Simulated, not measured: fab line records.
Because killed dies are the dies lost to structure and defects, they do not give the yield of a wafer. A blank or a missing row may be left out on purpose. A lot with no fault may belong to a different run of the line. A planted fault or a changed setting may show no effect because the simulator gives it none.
fab line records -- flow ritCmos
record lots=5, wafers=23
route steps=202 shown CONTACT@175
startH: start of the lot's first displayed wafer, in hours after the record's first day -- waitH: time in hours since the lot's previous step -- " as in the row above -- L1.1+2: several wafers, shown together as one row -- - value missing, or start not given -- * or withheld: withheld -- < > ~ a bound
route shown NAME@n: NAME is a module with steps in the file, n the number in the route of the first one -- usual: mean/standard deviation of fault-free wafers -- same: alike in all rows -- chamber/n: place in a boat -- sites: readings site by site -- _std_site: the values' standard deviation -- _edge_site: inner sites' mean taken away from outer sites' mean -- radiusMm: how far each site lies from the wafer's centre -- mask NAME#n: copy n -- behind: the tool/chamber that last shaped the wafer -- hold: cause of the lot's hold/its duration in hours/its outcome -- device: names the non-switching transistor (n, p or np) -- end of line: tests of these same wafers at the route's end -- a step without rows: its recipe alone -- killed: not the wafer's yield, but the dies lost to structure and defects at the first sort -- map: shows each die of a wafer: x if killed, . if not, _ if none is there
set.NAME: the setting the step ran with; set.NAME@STEP: the setting that earlier step ran with -- model.NAME: the simulator's own value behind a step, which no gauge read
lots where settings were altered on purpose, with a table for each step and a row for each wafer
## steps
# step RIT_CONTACT_DEVELOP_07
# recipe resist=NOVOLAK, developTimeS=120, devTempC=23
lot.wafer,tool,chamber,startH,waitH,set.developTimeS
L075.2+3+5,lithoTrack-03,0,-,-,120
L077.1+2+3,lithoTrack-02,0,-,-,120
L077.4+5,lithoTrack-02,0,-,-,128.3
L076.1+5,lithoTrack-02,0,-,-,120
L076.2+4+6,lithoTrack-02,0,-,-,105.6
L078.1+4+5,lithoTrack-02,0,-,-,126.3
L078.3+6,lithoTrack-02,0,-,-,120
L084.1+3+4+5+6,lithoTrack-01,0,-,-,120
# step RIT_CONTACT_CD_MEAS_08
# recipe targetCdNm=1000
# usual cdNm=1000.0/2.1
lot.wafer,tool,chamber,startH,waitH,set.developTimeS@CONTACT_DEVELOP_07,cdNm
L075.2,cdSem-01,-,66.15,-,120,999.0
L075.3,cdSem-01,-,66.15,-,120,1001.1
L075.5,cdSem-01,-,66.15,-,120,998.8
L077.1,cdSem-01,-,72.80,-,120,1001.8
L077.2,cdSem-01,-,72.80,-,120,1002.3
L077.3,cdSem-01,-,72.80,-,120,1002.9
L077.4,cdSem-01,-,72.80,-,128.3,1007.3
L077.5,cdSem-01,-,72.80,-,128.3,1007.4
L076.1,cdSem-02,-,73.60,-,120,1003.1
L076.2,cdSem-02,-,73.60,-,105.6,990.3
L076.4,cdSem-02,-,73.60,-,105.6,991.0
L076.5,cdSem-02,-,73.60,-,120,1000.4
L076.6,cdSem-02,-,73.60,-,105.6,989.3
L078.1,cdSem-01,-,79.92,-,126.3,1003.0
L078.3,cdSem-01,-,79.92,-,120,999.1
L078.4,cdSem-01,-,79.92,-,126.3,1000.6
L078.5,cdSem-01,-,79.92,-,126.3,1001.3
L078.6,cdSem-01,-,79.92,-,120,999.5
L084.1,cdSem-02,-,108.52,-,120,1001.1
L084.3,cdSem-02,-,108.52,-,120,999.4
L084.4,cdSem-02,-,108.52,-,120,998.9
L084.5,cdSem-02,-,108.52,-,120,1001.0
L084.6,cdSem-02,-,108.52,-,120,1001.3
# step RIT_CONTACT_HARDBAKE_10
# recipe resist=NOVOLAK, tempC=140, timeS=60
# step RIT_CONTACT_ETCH_11
# recipe targetDepthA=4800, overEtchFrac=0.2, stopOn=TiSi2, chemistry=CHF3/CF4/Ar, target=SiO2, CHF3_flow_sccm=50, cf4FlowSccm=10, Ar_flow_sccm=100, O2_flow_sccm=5, pressureMtorr=100, rfW=200, timeS=320
lot.wafer,tool,chamber,startH,waitH,set.developTimeS@CONTACT_DEVELOP_07,model.CONTACT.cdNm
L075.2+5,rieDiel-03,"3,1",66.44,0.1,120,999.1
L075.3,rieDiel-03,2,66.44,0.1,120,1001
L077.1,rieDiel-02,0,73.11,0.1,120,1002
L077.2+3,rieDiel-02,"3,2",73.11,0.1,120,1003
L077.4,rieDiel-02,1,73.11,0.1,128.3,1007
L077.5,rieDiel-02,3,73.11,0.1,128.3,1008
L076.1,rieDiel-03,2,73.91,0.1,120,1003
L076.2,rieDiel-03,0,73.91,0.1,105.6,990.6
L076.4,rieDiel-03,1,73.91,0.1,105.6,991.3
L076.5,rieDiel-03,0,73.91,0.1,120,1001
L076.6,rieDiel-03,3,73.91,0.1,105.6,989.2
L078.1+5,rieDiel-03,"3,0",80.23,0.1,126.3,1002
L078.3,rieDiel-03,0,80.23,0.1,120,999.8
L078.4,rieDiel-03,3,80.23,0.1,126.3,1000
L078.6,rieDiel-03,2,80.23,0.1,120,999.5
L084.1+5+6,rieDiel-02,"2,1,0",108.82,0.1,120,1001
L084.3+4,rieDiel-02,"1,3",108.82,0.1,120,999.4
# step RIT_CONTACT_STRIP_12
# recipe chemistry=O2, timeS=180, resist=NOVOLAK, platenTempC=withheld, powerW=500, pressureMtorr=4000, o2FlowSccm=4000
# step RIT_CONTACT_CD_MEAS_90
# recipe targetCdNm=1000
# usual cdNm=1000.0/2.2
lot.wafer,tool,chamber,startH,waitH,set.developTimeS@CONTACT_DEVELOP_07,cdNm
L075.2,cdSem-01,-,66.83,0.1,120,999.3
L075.3,cdSem-01,-,66.83,0.1,120,1000.8
L075.5,cdSem-01,-,66.83,0.1,120,999.0
L077.1,cdSem-01,-,73.48,0.1,120,1001.6
L077.2,cdSem-01,-,73.48,0.1,120,1003.3
L077.3,cdSem-01,-,73.48,0.1,120,1002.8
L077.4,cdSem-01,-,73.48,0.1,128.3,1006.7
L077.5,cdSem-01,-,73.48,0.1,128.3,1008.4
L076.1,cdSem-01,-,74.27,0.1,120,1002.7
L076.2,cdSem-01,-,74.27,0.1,105.6,990.1
L076.4,cdSem-01,-,74.27,0.1,105.6,991.6
L076.5,cdSem-01,-,74.27,0.1,120,1000.6
L076.6,cdSem-01,-,74.27,0.1,105.6,989.4
L078.1,cdSem-01,-,80.60,0.1,126.3,1002.1
L078.3,cdSem-01,-,80.60,0.1,120,999.5
L078.4,cdSem-01,-,80.60,0.1,126.3,999.8
L078.5,cdSem-01,-,80.60,0.1,126.3,1001.7
L078.6,cdSem-01,-,80.60,0.1,120,999.2
L084.1,cdSem-01,-,109.19,0.1,120,1001.0
L084.3,cdSem-01,-,109.19,0.1,120,999.0
L084.4,cdSem-01,-,109.19,0.1,120,999.1
L084.5,cdSem-01,-,109.19,0.1,120,1001.0
L084.6,cdSem-01,-,109.19,0.1,120,1001.3
## key
split step=RIT_CONTACT_DEVELOP_07, setting=developTimeS, stated=120, by=wafer
response step=RIT_CONTACT_CD_MEAS_08, reading=cdNm, change=+0.848, per=1%, r=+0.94
response step=RIT_CONTACT_ETCH_11, reading=model.CONTACT.cdNm, change=+0.816, per=1%, r=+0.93
response step=RIT_CONTACT_CD_MEAS_90, reading=cdNm, change=+0.817, per=1%, r=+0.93
